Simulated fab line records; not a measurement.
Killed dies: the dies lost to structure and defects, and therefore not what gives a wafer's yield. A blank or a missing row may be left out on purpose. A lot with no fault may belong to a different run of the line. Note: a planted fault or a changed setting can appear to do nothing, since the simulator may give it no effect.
Chamber matching	flow berkeley-cmos170	UCB170_GATE_ETCH_15 on rie-si-02: 4 sister chambers
The step etches poly-Si in HBr/Cl2, stops on SiO2, time 56.3 s, target depth 278.2 nm. 14 wafers are shown with their chamber, then 7 later ones without.

EACH WAFER AND ITS CHAMBER
wafer	chamber	oes-product-au (a.u.)
L680.1	0	0.830
L680.5	0	0.821
L680.6	1	0.821
L683.1	3	0.822
L683.2	1	0.835
L683.5	1	0.839
L687.1	0	0.838
L687.4	3	0.818
L687.5	2	0.824
L684.1	1	0.835
L684.2	3	0.813
L684.6	3	0.826
L695.3	1	0.826
L695.4	3	0.825

SIGNATURES (means of the wafers above)
reading	chamber 0	chamber 1	chamber 2	chamber 3	scatter within a chamber
oes-product-au	0.82967	0.83120	0.82400	0.82080	0.00693
Rule: distance of a wafer from a chamber = root of the sum over the readings of ((wafer's reading minus chamber's mean) / reading's scatter) squared. If the next closest chamber is less than 2 further off than the closest, the wafer can't be placed; otherwise it belongs to the closest. How the scatter is found: for the shown wafers, subtract from each reading the mean of its chamber, square and add these, divide the total by (wafers less chambers), then take the root.

WAFERS WITHOUT THEIR CHAMBER
wafer	oes-product-au (a.u.)
L695.5	0.825
L696.3	0.829
L696.4	0.813
L696.5	0.823
L700.2	0.814
L700.4	0.829
L700.6	0.833

WHICH CHAMBER EACH ONE RAN IN
wafer	from the rows above	in truth
L695.5	can't be placed: 2 or 3 or 0 or 1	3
L696.3	can't be placed: 0 or 1 or 2 or 3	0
L696.4	can't be placed: 3 or 2 or 0 or 1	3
L696.5	can't be placed: 2 or 3 or 0 or 1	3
L700.2	can't be placed: 3 or 2 or 0 or 1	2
L700.4	can't be placed: 0 or 1 or 2 or 3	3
L700.6	can't be placed: 1 or 0 or 2 or 3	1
0 of 7 placed correctly. Cannot be placed on the basis of these rows: 7; the candidates contain the true chamber in 7. 0 placed wrongly.
